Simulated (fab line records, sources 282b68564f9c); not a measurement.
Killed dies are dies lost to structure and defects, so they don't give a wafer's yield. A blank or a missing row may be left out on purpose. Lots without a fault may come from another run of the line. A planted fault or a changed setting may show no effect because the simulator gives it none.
Which tool did it? | flow rit_cmos | 7 lots, 21 wafers sampled, at 2 steps of a route of 202

WHAT THE GAUGES READ, wafer by wafer
RIT_ACTIVE_THK_MEAS_02.
lot  | measured    | on            | ACTIVE_OXIDE_THK (nm)
L724 | day 1 17:17 | film_metro-01 | 47.1 47.3 47.2
L726 | day 2 03:03 | film_metro-03 | 47.6 47.8 47.6
L728 | day 2 13:05 | film_metro-03 | 47.4 47.4 47.5
L730 | day 3 01:09 | film_metro-04 | 48.9 49.0 48.6
L735 | day 4 00:04 | film_metro-03 | 51.0 51.8 51.4
L741 | day 5 06:03 | film_metro-03 | 50.4 50.9 51.4
L744 | day 5 21:58 | film_metro-01 | 46.0 46.0 45.3

WHICH TOOL RAN EACH LOT (tool, then ch and the chambers of the sampled wafers, then the start)
lot  | RIT_ACTIVE_OXIDATION_01
L724 | furnace-01 ch 0, day 1 15:21
L726 | furnace-01 ch 0, day 2 01:07
L728 | furnace-04 ch 0, day 2 11:07
L730 | furnace-01 ch 0, day 2 23:13
L735 | furnace-01 ch 0, day 3 22:07
L741 | furnace-01 ch 0, day 5 04:07
L744 | furnace-04 ch 0, day 5 20:02
- RIT_ACTIVE_OXIDATION_01: target thk 46.8 nm, ox time 3360 s.

THE ANSWER, worked out from the rows above alone
Rule: what is usual is taken from the lots themselves. Put in order of their means at a reading, lots are off if they are a third of the lots or fewer, leave a main group of 4 or more, and stand apart from it by a gap of 3 or more times the standard deviation of the main group's means; of several such gaps the widest counts. A main group whose means are all the same, to the digits that the tables above print for the reading, isn't used. A lot without any number at a reading at which 4 lots or more have one is off too. The other lots that the step has rows for count as sound.
No lot is off at any reading shown: from this, nothing can be told.

WHAT THE SIMULATOR HAD PUT IN
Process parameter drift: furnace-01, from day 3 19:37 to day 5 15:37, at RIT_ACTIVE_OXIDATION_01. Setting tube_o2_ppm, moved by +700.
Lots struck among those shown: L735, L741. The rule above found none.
